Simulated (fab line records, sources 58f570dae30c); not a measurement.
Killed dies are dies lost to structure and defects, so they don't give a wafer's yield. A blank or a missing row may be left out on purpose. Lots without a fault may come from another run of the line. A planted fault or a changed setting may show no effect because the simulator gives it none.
Which tool did it? | flow berkeley_cmos170 | 14 lots, 42 wafers sampled, at 2 steps of a route of 331

WHAT THE GAUGES READ, wafer by wafer
UCB170_V1_THK_MEAS_01. Usual: V1_TEOS_THK 2001 nm, standard deviation 28.
lot  | measured     | on            | V1_TEOS_THK (nm) | flag
L361 | day 8 17:47  | film_metro-03 | 1979 1985 1998   |
L362 | day 9 04:40  | film_metro-04 | 1982 2010 2021   |
L367 | day 9 20:29  | film_metro-01 | 1922 1955 1915   |
L366 | day 9 21:51  | film_metro-03 | 1999 2013 2026   |
L365 | day 9 23:09  | film_metro-01 | 1987 1970 2004   |
L369 | day 10 04:43 | film_metro-03 | 1955 1940 2001   |
L368 | day 10 06:22 | film_metro-01 | 1998 1994 2030   |
L372 | day 10 19:50 | film_metro-01 | 2004 2006 2035   |
L373 | day 11 07:26 | film_metro-04 | 2007 2021 2037   |
L375 | day 11 21:32 | film_metro-03 | 1978 1904 1979   |
L377 | day 12 06:53 | film_metro-03 | 1935 1990 2036   |
L380 | day 12 23:39 | film_metro-04 | 1997 2035 2057   |
L382 | day 13 18:10 | film_metro-03 | 1980 2017 2040   |
L384 | day 13 20:50 | film_metro-01 | 1965 1963 1988   |

WHICH TOOL RAN EACH LOT (tool, then ch and the chambers of the sampled wafers, then the start)
lot  | UCB170_V1_CVD_00
L361 | pecvd-03 ch 0,1,2, day 8 17:38
L362 | pecvd-03 ch 0,1, day 9 04:29
L367 | pecvd-03 ch 0,1,2, day 9 20:20
L366 | pecvd-02 ch 0,1,2, day 9 21:44
L365 | pecvd-02 ch 1,2, day 9 23:00
L369 | pecvd-03 ch 0,1, day 10 04:34
L368 | pecvd-01 ch 0,1,2, day 10 06:11
L372 | pecvd-02 ch 0,1,2, day 10 19:40
L373 | pecvd-03 ch 2, day 11 07:12
L375 | pecvd-03 ch 0,2, day 11 21:22
L377 | pecvd-03 ch 0,2, day 12 06:44
L380 | pecvd-01 ch 0,1, day 12 23:26
L382 | pecvd-02 ch 1,2, day 13 18:01
L384 | pecvd-02 ch 1,2, day 13 20:40
- UCB170_V1_CVD_00: deposits SiO2 from TEOS/O2, target thk 2000 nm, time 250 s.

WHAT THE TOOLS THEMSELVES READ (means of the sampled wafers that have a number; where no wafer has one, the mark that the record gives instead)
UCB170_V1_CVD_00. Usual: heater_power_w 265 W, standard deviation 51; rf_fwd_power_W 548.3 W, standard deviation 1.6.
lot  | tool     | heater_power_w (W) | rf_fwd_power_W (W) | flag
L361 | pecvd-03 | 222                | 548.6              |
L362 | pecvd-03 | 225                | 549.5              |
L367 | pecvd-03 | 250                | 550.0              |
L366 | pecvd-02 | 229                | 548.1              |
L365 | pecvd-02 | 261                | 545.8              |
L369 | pecvd-03 | 239                | 549.5              |
L368 | pecvd-01 | 294                | 547.7              |
L372 | pecvd-02 | 245                | 547.7              |
L373 | pecvd-03 | 280                | 547.8              |
L375 | pecvd-03 | 267                | 528.0              | OFF
L377 | pecvd-03 | 266                | 527.6              | OFF
L380 | pecvd-01 | 249                | 546.8              |
L382 | pecvd-02 | 264                | 550.0              |
L384 | pecvd-02 | 283                | 547.6              |

THE ANSWER, worked out from the rows above alone
Rule: a lot is off if the mean of its wafers that have a number lies more than 3 standard deviations from the usual mean. A lot without any number at a reading at which 4 lots or more have one is off too. The other lots that the step has rows for count as sound. The gauges are gone through in route order, then the tools' own readings, and for those a lot's mean is taken as printed above. The first step at which some lot is off is used, and at that step the reading that is off furthest; a lot without a number counts as furthest.
Off: L375, L377, at UCB170_V1_CVD_00 (rf_fwd_power_W).
A tool fits if, at that step or a process step before it, it ran every lot that is off, and no sound lot after the first of them. One fits: pecvd-03 at UCB170_V1_CVD_00. Its last sound lot is L373 (day 11 07:12), its first lot that is off L375 (day 11 21:22): a fault that began between those two fits.
The tool's own readings at UCB170_V1_CVD_00 bear it out: on the lots that are off they differ by more than 5 times the standard deviation of the sound lots' means. rf_fwd_power_W reads 527.8 W there against 548.3 W on the sound lots.

WHAT THE SIMULATOR HAD PUT IN
Process parameter drift: pecvd-03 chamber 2, from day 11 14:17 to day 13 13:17, at UCB170_V1_CVD_00. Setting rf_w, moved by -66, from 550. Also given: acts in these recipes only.
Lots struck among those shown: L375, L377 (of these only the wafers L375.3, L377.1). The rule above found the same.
